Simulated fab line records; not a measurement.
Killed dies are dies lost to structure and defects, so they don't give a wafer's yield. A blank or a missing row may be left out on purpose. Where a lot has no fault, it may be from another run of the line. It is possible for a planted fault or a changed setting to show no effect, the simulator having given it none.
fab line records	flow berkeley-cmos170
record lots=6	wafers=18	last-day=12
route steps=331 shown V2@295 M3@309
lots with no fault: from the same line, run without faults
start-h: hours from the record's first day to the start of the lot's first wafer shown	wait-h: how many hours have passed since the lot's step before this one	" unchanged from the row above	L1.1+2: one row covering several wafers at once	- no value, or no start given	* or withheld: withheld	< > ~ a bound
route shown NAME@n: names a module that has steps shown in the file, with the first one's number in the route	usual: mean/standard deviation taken from wafers without a fault	same: alike in all rows	chamber/n: place in a boat	sites: per-site readings	_std_site: standard deviation of those values	_edge_site: the outer-site mean with the inner-site mean subtracted	radius-mm: for every site, how far away it sits from the centre of the wafer	mask NAME#n: copy n	behind: tool/chamber where the wafer was last shaped	hold: why the lot was held/for how many hours/how that ended	device: which transistor (n, p or np) failed to switch	end of line: the same wafers' tests at the end of the route	a step without rows: its recipe alone	killed: the dies lost at the first sort to structure and to defects; this is not the yield of the wafer	map: per-die view of a wafer (x killed, . not killed, _ where there is no die)
set.NAME: the setting that was run; set.NAME@STEP: the one run at that earlier step	model.NAME: the simulator's own value behind a step, which no gauge read
lots seen at some steps along the route; tables by step, rows by wafer
services: when a tool's chamber went out of use (start-h, in hours from the record's first day, below 0 if earlier), for how many hours, and the reason
## steps
# step UCB170_V2_BOW_MEAS_03
# recipe mode=bow
# usual V2_BOW=38/6.5
lot.wafer	tool	chamber	start-h	wait-h	V2_BOW[um]
L130.1	film-metro-02	-	207.76	0.1	40
L130.5	"	-	"	"	31
L130.6	"	-	"	"	42
L131.1	film-metro-01	-	224.48	0.1	41
L131.3	"	-	"	"	42
L131.4	"	-	"	"	46
L133.1	film-metro-01	-	240.99	0.2	39
L133.3	"	-	"	"	34
L133.5	"	-	"	"	35
L135.1	film-metro-02	-	245.85	0.2	52
L135.2	"	-	"	"	41
L135.4	"	-	"	"	37
L143.1	film-metro-02	-	280.25	0.3	29
L143.2	"	-	"	"	26
L143.4	"	-	"	"	41
L149.1	film-metro-02	-	294.67	0.1	39
L149.5	"	-	"	"	30
L149.6	"	-	"	"	33
# step UCB170_V2_THK_MEAS_04
# recipe reads=SiO2_of_V2_CVD_00
# usual V2_POLISHED_THK=1000.0/1
lot.wafer	tool	chamber	start-h	wait-h	V2_POLISHED_THK[nm]
L130.1	film-metro-02	-	207.88	0.1	1001.3
L130.5	"	-	"	"	1001.0
L130.6	"	-	"	"	1001.5
L131.1	film-metro-01	-	224.60	0.1	1001.0
L131.3	"	-	"	"	1000.5
L131.4	"	-	"	"	1000.2
L133.1	film-metro-01	-	241.11	0.1	1001.5
L133.3	"	-	"	"	1000.8
L133.5	"	-	"	"	1001.3
L135.1	film-metro-02	-	245.97	0.1	1000.1
L135.2	"	-	"	"	999.4
L135.4	"	-	"	"	998.1
L143.1	film-metro-02	-	280.37	0.1	999.1
L143.2	"	-	"	"	1000.9
L143.4	"	-	"	"	1001.1
L149.1	film-metro-02	-	294.79	0.1	999.7
L149.5	"	-	"	"	1001.2
L149.6	"	-	"	"	999.9
# step UCB170_V2_CLEAN_05
# recipe chemistry=DIW
# step UCB170_V2_HMDS_06
# recipe prime-time-s=60	prime-temp-c=100
# step UCB170_V2_COAT_07
# recipe resist=KrF	spin-rpm=1500	resist-thk-nm=900
# step UCB170_V2_SOFTBAKE_08
# recipe resist=KrF	temp-c=130	time-s=60
# step UCB170_V2_EXPOSE_09
# recipe mask-id=VIA2	target-cd-nm=700	na=0.5	sigma-outer=0.6	source-shape=conventional	dose-mj=37.25
# step UCB170_V2_PEB_10
# recipe peb-temp-c=130	peb-time-s=withheld	resist=KrF
# step UCB170_V2_DEVELOP_11
# recipe developer=TMAH	develop-time-s=45	resist=KrF	dev-temp-c=21
# step UCB170_V2_CD_MEAS_12
# recipe target-cd-nm=700
# usual cd-nm=700.1/1.5
lot.wafer	tool	chamber	start-h	wait-h	cd-nm
L130.1	cd-sem-02	-	209.11	-	701.4
L130.5	"	-	"	"	700.4
L130.6	"	-	"	"	701.0
L131.1	cd-sem-01	-	225.78	-	698.4
L131.3	"	-	"	"	698.5
L131.4	"	-	"	"	699.6
L133.1	cd-sem-01	-	244.06	-	700.2
L133.3	"	-	"	"	699.1
L133.5	"	-	"	"	698.6
L135.1	cd-sem-02	-	247.68	-	698.9
L135.2	"	-	"	"	697.2
L135.4	"	-	"	"	698.6
L143.1	cd-sem-02	-	281.62	-	699.3
L143.2	"	-	"	"	700.6
L143.4	"	-	"	"	699.3
L149.1	cd-sem-02	-	296.07	-	697.2
L149.5	"	-	"	"	698.6
L149.6	"	-	"	"	698.8
# step UCB170_V2_OVL_MEAS_13
# usual V2_OVL=-3/5.3
lot.wafer	tool	chamber	start-h	wait-h	V2_OVL[nm]
L130.1	overlay-02	-	209.23	0.1	-4
L130.5	"	-	"	"	-2
L130.6	"	-	"	"	-10
L131.1	overlay-02	-	225.90	0.1	-2
L131.3	"	-	"	"	-2
L131.4	"	-	"	"	4
L133.1	overlay-01	-	244.18	0.1	-7
L133.3	"	-	"	"	-1
L133.5	"	-	"	"	-1
L135.1	overlay-02	-	247.80	0.1	4
L135.2	"	-	"	"	3
L135.4	"	-	"	"	6
L143.1	overlay-01	-	281.74	0.1	-5
L143.2	"	-	"	"	-11
L143.4	"	-	"	"	0
L149.1	overlay-01	-	296.19	0.1	2
L149.5	"	-	"	"	0
L149.6	"	-	"	"	0
# step UCB170_V2_ETCH_14
# recipe chemistry=CHF3/CF4/Ar	target=SiO2	stop-on=Al	CHF3_flow_sccm=45	cf4-flow-sccm=15	Ar_flow_sccm=150	pressure-mtorr=200	rf-w=682.1	target-depth-a=12500	over-etch-frac=0.25	time-s=291
# usual chamber-pressure-mTorr=200.00/0.21	drypump-motor-current-A=5.9/0.32	oes-product-au=0.870/0.013	throttle-valve-pct=6.96/0.095
# same over-etch-frac=0.25
lot.wafer	tool	chamber	start-h	wait-h	chamber-pressure-mTorr	drypump-motor-current-A	oes-product-au	rf-hours-counter-h	throttle-valve-pct
L130.1	rie-diel-03	2	209.27	0.0	200.14	5.7	0.879	6	7.05
L130.5	"	2	"	"	200.16	5.7	0.890	-	7.07
L130.6	"	3	"	"	199.83	5.4	0.878	-	7.01
L131.1	rie-diel-03	1	225.94	0.0	199.60	5.9	0.840	10	7.07
L131.3	"	2	"	"	200.10	5.7	0.883	6	7.06
L131.4	"	3	"	"	200.22	5.4	0.876	16	6.98
L133.1	rie-diel-03	1	244.21	0.0	199.81	5.9	0.853	11	7.05
L133.3	"	2	"	"	199.99	5.7	0.883	7	7.06
L133.5	"	1	"	"	199.70	5.9	0.856	-	7.06
L135.1	rie-diel-01	2	247.84	0.0	199.75	5.9	0.855	22	6.90
L135.2	"	1	"	"	200.04	5.7	0.877	121	6.98
L135.4	"	0	"	"	200.13	6.3	0.855	3	6.99
L143.1	rie-diel-04	2	281.77	0.0	200.20	5.7	0.867	60	6.87
L143.2	"	1	"	"	200.32	6.5	0.886	73	6.88
L143.4	"	3	"	"	200.08	6.0	0.858	49	6.89
L149.1	rie-diel-03	1	296.22	0.0	200.20	5.9	0.863	14	7.06
L149.5	"	2	"	"	200.35	5.7	0.885	-	7.06
L149.6	"	1	"	"	200.31	5.9	0.851	-	7.04
# step UCB170_V2_STRIP_15
# recipe chemistry=O2	power-w=400	pressure-mtorr=3500	platen-temp-c=withheld	o2-flow-sccm=400	overash-fraction=0.5
# usual chamber-pressure-mTorr=3500/3.4	drypump-motor-current-A=5.8/0.52	oes-product-au=0.722/0.0045	strip-time-to-endpoint-s=15.43/0.13
lot.wafer	tool	chamber	start-h	wait-h	chamber-pressure-mTorr	drypump-motor-current-A	oes-product-au	rf-hours-counter-h	strip-time-to-endpoint-s
L130.1	plasma-asher-04	0	209.45	0.1	3499	5.8	0.719	9	15.74
L130.5	"	0	"	"	3491	5.8	0.719	-	15.71
L130.6	"	1	"	"	3500	5.9	0.726	-	15.31
L131.1	plasma-asher-04	1	226.11	0.1	3501	5.8	0.727	10	15.32
L131.3	"	0	"	"	3496	5.8	0.722	-	15.58
L131.4	"	1	"	"	3498	5.9	0.728	-	15.31
L133.1	plasma-asher-04	1	244.39	0.1	3495	5.8	0.717	12	15.30
L133.3	"	0	"	"	3499	5.9	0.723	-	15.68
L133.5	"	1	"	"	3501	5.8	0.719	-	15.40
L135.1	plasma-asher-03	1	248.02	0.1	3497	5.6	0.729	50	15.59
L135.2	"	0	"	"	3504	5.1	0.712	50	15.63
L135.4	"	1	"	"	3501	5.5	0.715	-	15.44
L143.1	plasma-asher-03	0	281.95	0.1	3508	5.1	0.723	55	15.38
L143.2	"	1	"	"	3497	5.5	0.729	55	15.46
L143.4	"	0	"	"	3501	5.1	0.720	-	15.60
L149.1	plasma-asher-01	1	296.40	0.1	3498	6.6	0.717	59	15.51
L149.5	"	0	"	"	3501	6.4	0.723	-	15.69
L149.6	"	1	"	"	3504	6.5	0.724	-	15.44
# step UCB170_V2_CD_MEAS_90
# recipe target-cd-nm=700
# usual cd-nm=699.5/1.6
lot.wafer	tool	chamber	start-h	wait-h	cd-nm
L130.1	cd-sem-02	-	209.55	0.1	701.0
L130.5	"	-	"	"	699.2
L130.6	"	-	"	"	699.9
L131.1	cd-sem-02	-	226.21	0.1	698.5
L131.3	"	-	"	"	698.1
L131.4	"	-	"	"	698.9
L133.1	cd-sem-01	-	244.49	0.1	699.5
L133.3	"	-	"	"	698.6
L133.5	"	-	"	"	698.4
L135.1	cd-sem-01	-	248.12	0.1	698.6
L135.2	"	-	"	"	697.1
L135.4	"	-	"	"	697.7
L143.1	cd-sem-02	-	282.05	0.1	697.7
L143.2	"	-	"	"	700.0
L143.4	"	-	"	"	698.9
L149.1	cd-sem-02	-	296.62	0.2	695.9
L149.5	"	-	"	"	697.2
L149.6	"	-	"	"	697.9
# step UCB170_M3_PRE_CLEAN_00
# recipe gas=Ar	preclean-etch-time-s=60
# step UCB170_M3_SPUTTER_01
# recipe material=Al	target-thk-nm=900	time-s=120	power-w=6000	chamber-pressure-pa=0.5
# usual throttle-valve-pct=30.4/0.95
lot.wafer	tool	chamber	start-h	wait-h	throttle-valve-pct
L130.1	pvd-sputter-04	-	209.73	0.0	31.7
L130.5	"	-	"	"	31.5
L130.6	"	-	"	"	29.2
L131.1	pvd-sputter-02	-	226.40	0.0	30.3
L131.3	"	-	"	"	32.2
L131.4	"	-	"	"	30.7
L133.1	pvd-sputter-01	-	244.68	0.0	30.9
L133.3	"	-	"	"	30.0
L133.5	"	-	"	"	30.2
L135.1	pvd-sputter-01	-	248.30	0.0	30.4
L135.2	"	-	"	"	31.0
L135.4	"	-	"	"	28.7
L143.1	pvd-sputter-02	-	282.24	0.0	30.6
L143.2	"	-	"	"	32.1
L143.4	"	-	"	"	29.7
L149.1	pvd-sputter-04	-	296.80	0.0	30.6
L149.5	"	-	"	"	31.4
L149.6	"	-	"	"	31.5
# step UCB170_M3_RS_MEAS_02
# recipe thk-meas-gauge=four-point-probe	reads=Al_of_M3_SPUTTER_01
# usual M3_AL_RS=0.0320/0.00034
lot.wafer	tool	chamber	start-h	wait-h	M3_AL_RS[ohm/sq]
L130.1	film-metro-01	-	209.82	0.0	0.0321
L130.5	"	-	"	"	0.0320
L130.6	"	-	"	"	0.0326
L131.1	film-metro-04	-	226.48	0.0	0.0319
L131.3	"	-	"	"	0.0321
L131.4	"	-	"	"	0.0319
L133.1	film-metro-01	-	244.76	0.0	0.0321
L133.3	"	-	"	"	0.0322
L133.5	"	-	"	"	0.0320
L135.1	film-metro-03	-	248.39	0.0	0.0323
L135.2	"	-	"	"	0.0324
L135.4	"	-	"	"	0.0320
L143.1	film-metro-04	-	282.32	0.0	0.0323
L143.2	"	-	"	"	0.0324
L143.4	"	-	"	"	0.0326
L149.1	film-metro-01	-	296.89	0.0	0.0323
L149.5	"	-	"	"	0.0319
L149.6	"	-	"	"	0.0323
# step UCB170_M3_THK_MEAS_03
# recipe thk-meas-gauge=xrf	reads=Al_of_M3_SPUTTER_01
# usual M3_AL_THK=891/12
lot.wafer	tool	chamber	start-h	wait-h	M3_AL_THK[nm]
L130.1	film-metro-01	-	209.94	0.1	882
L130.5	"	-	"	"	881
L130.6	"	-	"	"	868
L131.1	film-metro-04	-	226.60	0.1	893
L131.3	"	-	"	"	877
L131.4	"	-	"	"	886
L133.1	film-metro-01	-	244.88	0.1	880
L133.3	"	-	"	"	883
L133.5	"	-	"	"	884
L135.1	film-metro-03	-	248.51	0.1	892
L135.2	"	-	"	"	888
L135.4	"	-	"	"	900
L143.1	film-metro-04	-	282.44	0.1	878
L143.2	"	-	"	"	870
L143.4	"	-	"	"	868
L149.1	film-metro-01	-	297.01	0.1	872
L149.5	"	-	"	"	884
L149.6	"	-	"	"	875
# step UCB170_M3_HMDS_04
# recipe prime-time-s=60	prime-temp-c=100
# step UCB170_M3_COAT_05
# recipe resist=KrF	spin-rpm=1500	resist-thk-nm=900
# step UCB170_M3_SOFTBAKE_06
# recipe resist=KrF	temp-c=130	time-s=60
# step UCB170_M3_STRIP_07
# recipe chemistry=O2	power-w=400	pressure-mtorr=3500	platen-temp-c=withheld	o2-flow-sccm=400	overash-fraction=0.5
# step UCB170_M3_STRIP_08
# recipe chemistry=DMSO	temp-c=80	time-s=600	material=KrF
# step UCB170_M3_COAT_09
# recipe resist=BARC	temp-c=withheld	time-s=withheld	spin-rpm=3000	resist-thk-nm=withheld
# step UCB170_M3_COAT_10
# recipe resist=KrF	spin-rpm=1500	resist-thk-nm=900
# step UCB170_M3_SOFTBAKE_11
# recipe resist=KrF	temp-c=130	time-s=60
# step UCB170_M3_EXPOSE_12
# recipe mask-id=METAL3	target-cd-nm=700	na=0.5	sigma-outer=0.6	source-shape=conventional	dose-mj=26
# step UCB170_M3_PEB_13
# recipe peb-temp-c=130	peb-time-s=withheld	resist=KrF
# step UCB170_M3_DEVELOP_14
# recipe developer=TMAH	develop-time-s=45	resist=KrF	dev-temp-c=21
# step UCB170_M3_CD_MEAS_15
# recipe target-cd-nm=700
# usual cd-nm=699.7/1.3
lot.wafer	tool	chamber	start-h	wait-h	cd-nm
L130.1	cd-sem-01	-	213.57	-	700.9
L130.5	"	-	"	"	701.1
L130.6	"	-	"	"	700.9
L131.1	cd-sem-01	-	228.23	-	698.9
L131.3	"	-	"	"	700.3
L131.4	"	-	"	"	699.6
L133.1	cd-sem-01	-	247.21	-	701.0
L133.3	"	-	"	"	702.2
L133.5	"	-	"	"	701.3
L135.1	cd-sem-01	-	250.89	-	699.4
L135.2	"	-	"	"	700.3
L135.4	"	-	"	"	701.3
L143.1	cd-sem-02	-	284.75	-	700.5
L143.2	"	-	"	"	700.9
L143.4	"	-	"	"	700.2
L149.1	cd-sem-01	-	298.87	-	698.7
L149.5	"	-	"	"	698.9
L149.6	"	-	"	"	697.8
# step UCB170_M3_OVL_MEAS_16
# usual M3_OVL=-1/5.9
lot.wafer	tool	chamber	start-h	wait-h	M3_OVL[nm]
L130.1	overlay-02	-	213.69	0.1	-11
L130.5	"	-	"	"	-12
L130.6	"	-	"	"	-2
L131.1	overlay-01	-	228.35	0.1	3
L131.3	"	-	"	"	0
L131.4	"	-	"	"	10
L133.1	overlay-02	-	247.33	0.1	-13
L133.3	"	-	"	"	-10
L133.5	"	-	"	"	-9
L135.1	overlay-01	-	251.01	0.1	2
L135.2	"	-	"	"	3
L135.4	"	-	"	"	4
L143.1	overlay-02	-	284.87	0.1	16
L143.2	"	-	"	"	7
L143.4	"	-	"	"	7
L149.1	overlay-01	-	298.99	0.1	10
L149.5	"	-	"	"	8
L149.6	"	-	"	"	4
# step UCB170_M3_ETCH_17
# recipe chemistry=N2/H2	target-depth-a=withheld	overetch-a=withheld	target=BARC	time-s=withheld	source-w=500	bias-w=100	pressure-mtorr=30	n2-flow-sccm=100	h2-flow-sccm=200
# usual chamber-pressure-mTorr=30.001/0.027	drypump-motor-current-A=5.8/0.31	oes-product-au=0.997/0.011	throttle-valve-pct=13.40/0.15
lot.wafer	tool	chamber	start-h	wait-h	chamber-pressure-mTorr	drypump-motor-current-A	oes-product-au	throttle-valve-pct
L130.1	rie-diel-03	3	213.72	0.0	29.993	5.4	1.000	13.46
L130.5	"	0	"	"	30.026	6.2	0.992	13.07
L130.6	"	3	"	"	30.018	5.4	0.999	13.47
L131.1	rie-diel-02	2	228.39	0.0	30.019	5.6	0.997	13.16
L131.3	"	1	"	"	29.988	5.8	1.000	13.53
L131.4	"	1	"	"	29.960	5.9	1.001	13.53
L133.1	rie-diel-03	3	247.37	0.0	30.028	5.4	0.995	13.46
L133.3	"	1	"	"	30.008	6.0	0.993	13.50
L133.5	"	3	"	"	29.985	5.4	1.001	13.47
L135.1	rie-diel-03	2	251.05	0.0	29.992	5.7	0.984	13.45
L135.2	"	1	"	"	30.006	5.9	0.996	13.51
L135.4	"	0	"	"	29.965	6.2	0.991	13.06
L143.1	rie-diel-01	1	284.91	0.0	29.972	5.7	0.990	13.34
L143.2	"	3	"	"	29.964	6.3	1.000	13.56
L143.4	"	0	"	"	30.005	6.3	1.005	13.33
L149.1	rie-diel-01	2	299.03	0.0	29.988	5.8	0.985	13.32
L149.5	"	2	"	"	30.027	5.8	0.989	13.32
L149.6	"	1	"	"	30.011	5.7	0.989	13.35
# step UCB170_M3_METAL_ETCH_18
# recipe chemistry=Cl2/BCl3	target=Al	stop-on=SiO2	pressure-mtorr=12	target-depth-a=11700	over-etch-frac=0.3	time-s=203.7	icp-w=600	bias-w=120	Cl2_flow_sccm=90	bcl3-flow-sccm=45
# usual chamber-pressure-mTorr=12.001/0.011	drypump-motor-current-A=5.6/0.53	oes-product-au=0.859/0.016	throttle-valve-pct=24.54/0.19
# same over-etch-frac=0.3
lot.wafer	tool	chamber	start-h	wait-h	chamber-pressure-mTorr	drypump-motor-current-A	oes-product-au	rf-hours-counter-h	throttle-valve-pct
L130.1	rie-metal-01	1	213.77	-	11.995	6.6	0.843	3.9	24.38
L130.5	"	1	"	"	12.001	6.6	0.845	-	24.39
L130.6	"	0	"	"	11.991	5.5	0.853	-	24.82
L131.1	rie-metal-04	0	228.43	-	11.992	5.1	0.879	2.2	24.59
L131.3	"	0	"	"	12.006	5.1	0.870	-	24.59
L131.4	"	1	"	"	12.013	6.0	0.864	-	24.46
L133.1	rie-metal-04	1	247.41	-	11.996	6.0	0.850	1.8	24.48
L133.3	"	0	"	"	11.988	5.1	0.874	-	24.59
L133.5	"	0	"	"	12.012	5.1	0.881	-	24.59
L135.1	rie-metal-01	1	251.09	-	12.014	6.6	0.838	5.0	24.40
L135.2	"	0	"	"	11.996	5.5	0.855	10.9	24.81
L135.4	"	0	"	"	12.013	5.5	0.864	-	24.80
L143.1	rie-metal-01	1	284.95	-	12.003	6.7	0.846	6.5	24.39
L143.2	"	0	"	"	11.995	5.5	0.857	12.1	24.81
L143.4	"	1	"	"	11.996	6.6	0.837	-	24.41
L149.1	rie-metal-04	1	299.07	-	11.984	6.0	0.856	3.6	24.48
L149.5	"	0	"	"	12.005	5.1	0.882	-	24.59
L149.6	"	1	"	"	12.008	6.0	0.852	-	24.49
# step UCB170_M3_STRIP_19
# recipe chemistry=O2	power-w=400	pressure-mtorr=3500	platen-temp-c=withheld	o2-flow-sccm=400	overash-fraction=0.5
# usual chamber-pressure-mTorr=3500/3	drypump-motor-current-A=5.9/0.61	oes-product-au=0.506/0.023
lot.wafer	tool	chamber	start-h	wait-h	chamber-pressure-mTorr	drypump-motor-current-A	oes-product-au	rf-hours-counter-h
L130.1	plasma-asher-03	1	213.95	0.1	3501	5.6	0.537	47
L130.5	"	0	"	"	3500	5.1	0.533	-
L130.6	"	1	"	"	3502	5.6	0.500	-
L131.1	plasma-asher-02	0	228.62	0.1	3505	6.5	0.501	44
L131.3	"	1	"	"	3500	5.2	0.494	-
L131.4	"	0	"	"	3505	6.5	0.516	-
L133.1	plasma-asher-02	1	247.60	0.1	3492	5.2	0.514	46
L133.3	"	0	"	"	3503	6.4	0.497	-
L133.5	"	1	"	"	3504	5.2	0.487	-
L135.1	plasma-asher-02	1	251.28	0.1	3500	5.2	0.516	47
L135.2	"	0	"	"	3498	6.4	0.488	47
L135.4	"	0	"	"	3496	6.4	0.495	-
L143.1	plasma-asher-02	1	285.14	0.1	3501	5.2	0.531	51
L143.2	"	0	"	"	3500	6.5	0.501	51
L143.4	"	0	"	"	3494	6.5	0.524	-
L149.1	plasma-asher-01	1	299.26	0.1	3497	6.6	0.506	60
L149.5	"	0	"	"	3502	6.5	0.480	-
L149.6	"	1	"	"	3502	6.6	0.514	-
# step UCB170_M3_CD_MEAS_90
# recipe target-cd-nm=700
# usual cd-nm=696/3.6
lot.wafer	tool	chamber	start-h	wait-h	cd-nm
L130.1	cd-sem-01	-	214.05	0.1	698
L130.5	"	-	"	"	699
L130.6	"	-	"	"	701
L131.1	cd-sem-02	-	228.72	0.1	694
L131.3	"	-	"	"	695
L131.4	"	-	"	"	697
L133.1	cd-sem-01	-	247.70	0.1	697
L133.3	"	-	"	"	701
L133.5	"	-	"	"	695
L135.1	cd-sem-01	-	251.38	0.1	700
L135.2	"	-	"	"	698
L135.4	"	-	"	"	701
L143.1	cd-sem-01	-	285.24	0.1	696
L143.2	"	-	"	"	700
L143.4	"	-	"	"	694
L149.1	cd-sem-02	-	299.36	0.1	697
L149.5	"	-	"	"	694
L149.6	"	-	"	"	696
# step UCB170_M3_BOW_MEAS_20
# recipe mode=bow
# usual M3_BOW=37/6.4
lot.wafer	tool	chamber	start-h	wait-h	M3_BOW[um]
L130.1	film-metro-04	-	214.17	0.1	40
L130.5	"	-	"	"	31
L130.6	"	-	"	"	42
L131.1	film-metro-01	-	228.84	0.1	39
L131.3	"	-	"	"	41
L131.4	"	-	"	"	45
L133.1	film-metro-03	-	247.82	0.1	37
L133.3	"	-	"	"	33
L133.5	"	-	"	"	33
L135.1	film-metro-04	-	251.50	0.1	52
L135.2	"	-	"	"	40
L135.4	"	-	"	"	37
L143.1	film-metro-01	-	285.36	0.1	27
L143.2	"	-	"	"	26
L143.4	"	-	"	"	39
L149.1	film-metro-01	-	299.48	0.1	38
L149.5	"	-	"	"	29
L149.6	"	-	"	"	32
# step UCB170_M3_PROBE_99
lot.wafer	tool	chamber	start-h	wait-h	hold	model.etest.tester.sort-n-pass	model.etest.tester.sort-yield-pct	model.etest.tester.sort_bin_5_pct	model.etest.tester.sort_bin_6_pct
L130.1	prober-01	-	214.29	0.1	-	256	96.97	1.515	1.136
L130.5	prober-01	-	214.49	0.2	-	263	99.62	0	0.3788
L130.6	prober-01	-	214.54	0.2	-	256	96.97	2.652	0.3788
L131.1+3+4	prober-02	-	228.96	0.1	await-dispo/3.3h/release	-	-	-	-
L133.1	prober-01	-	247.94	0.1	await-dispo/2.1h/release	231	87.5	7.955	3.03
L133.3	prober-01	-	248.04	0.2	await-dispo/2.1h/release	257	97.35	1.136	1.515
L133.5	prober-01	-	248.14	0.2	await-dispo/2.1h/release	237	89.77	7.197	2.273
L135.1	prober-01	-	251.62	0.1	-	258	97.73	1.515	0.3788
L135.2	prober-01	-	251.67	0.1	-	260	98.48	1.136	0.3788
L135.4	prober-01	-	251.77	0.2	-	261	98.86	0.7576	0.3788
L143.1	prober-01	-	285.48	0.1	-	260	98.48	0.7576	0.7576
L143.2	prober-01	-	285.53	0.1	-	263	99.62	0	0.3788
L143.4	prober-01	-	285.63	0.2	-	254	96.21	3.409	0.3788
L149.1	prober-01	-	299.60	0.1	-	257	97.35	2.652	0
L149.5	prober-01	-	299.80	0.2	-	263	99.62	0.3788	0
L149.6	prober-01	-	299.85	0.2	-	264	100	0	0
# killed by level:class
L130.1 GATE:geometric-particle:open=4 GATE:geometric-particle:short=2 WELLDRIVE:geometric-particle:open=1 FIELD:geometric-particle:open=1
L130.5 M2:geometric-particle:short=1
L130.6 ACTIVE:area-etch=5 GATE:geometric-particle:short=2 WELLDRIVE:geometric-particle:open=1
L133.1 V2:unspecified=25 M2:geometric-particle:short=2 START:geometric-particle:open=1 FIELD:geometric-particle:short=1 GATE:geometric-particle:short=1 SILICIDE:geometric-particle:open=1 SILICIDE:geometric-particle:short=1 V2:geometric-particle:open=1
L133.3 GATE:geometric-particle:open=2 ACTIVE:geometric-particle:short=1 GATE:geometric-particle:short=1 SPACER:geometric-particle:short=1 SPACER:geometric-particle:open=1 M2:geometric-particle:open=1
L133.5 V2:unspecified=23 SACOX:geometric-particle:open=1 GATE:geometric-particle:open=1 SPACER:geometric-particle:short=1 V1:geometric-particle:short=1
L135.1 START:geometric-particle:open=3 GATE:geometric-particle:short=1 SILICIDE:geometric-particle:open=1 PVT:coat-microbubble-printed=1
L135.2 SACOX:geometric-particle:open=1 GATE:geometric-particle:short=1 M1:geometric-particle:short=1 V1:geometric-particle:short=1
L135.4 GATE:geometric-particle:short=1 SPACER:geometric-particle:open=1 SILICIDE:geometric-particle:short=1
L143.1 SPACER:geometric-particle:short=1 SILICIDE:geometric-particle:short=1 M1:geometric-particle:short=1 V1:geometric-particle:short=1
L143.2 GATE:geometric-particle:open=1
L143.4 ACTIVE:area-etch=8 GATE:geometric-particle:open=1 SPACER:geometric-particle:open=1
L149.1 WELLDRIVE:geometric-particle:open=1 WELLDRIVE:geometric-particle:short=1 GATE:geometric-particle:short=1 SPACER:geometric-particle:short=1 M1:geometric-particle:short=1 V1:geometric-particle:short=1 V2:geometric-particle:open=1
L149.5 M2:geometric-particle:open=1
# map L133.1 (x killed, . not)
________......._______
_____..x..........____
____...............___
___.................__
__..................._
__....x.xx..........._
_....x.x...x..........
_....x.x.x............
_.....x.xxx...........
_...x.xxxxx...........
__...xxxxxx.x........_
__....xxx..x........._
___......x..........__
____...............___
_____..x..........____
________......._______
# map L130.1 (x killed, . not)
________......._______
_____.............____
____...x...........___
___.................__
__............x....x._
__....x.............._
_.....................
_.....................
_.................x...
_..........x..........
__..................._
__..................._
___.........x.......__
____...............___
_____.............____
________x......_______
## services
tool	chamber	start-h	hours	kind
plasma-asher-03	-	211.06	1.3	repair
rie-diel-02	0	219.88	-	clean
rie-diel-02	0	219.88	15.2	scheduled-down
rie-diel-02	0	219.88	15.2	vent-cycle
rie-diel-01	0	220.65	6.5	repair
rie-diel-01	3	227.19	-	clean
rie-diel-01	3	227.19	13.9	scheduled-down
rie-diel-01	3	227.19	13.9	vent-cycle
rie-metal-04	-	231.39	0.1	repair
rie-diel-04	2	253.66	5.6	repair
rie-diel-01	-	256.15	0.2	repair
rie-metal-01	0	256.22	9.3	repair
rie-diel-04	0	265.09	16.5	repair
## key
first-sign step=UCB170_M3_PROBE_99	reading=hold	direction=added
effect none on later readings
model-effect step=UCB170_M3_PROBE_99	value=etest.tester.sort-n-pass	without=257	struck=234
met-at UCB170_V2_STRIP_15
struck-wafers L131.1,L131.4,L133.1,L133.5
sort-left-out L131.1,L131.4
onset-between 209.45 226.11
fault kind=chamber-particle-source	tool=plasma-asher-04	chamber=1	onset-h=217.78	steps=UCB170_V2_STRIP_15	rate-per-visit-cm2=0.40091	end-h=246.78
# sort-left-out: the simulated sort isn't trusted on such a fault, so these wafers' sort isn't shown, and their yield isn't known
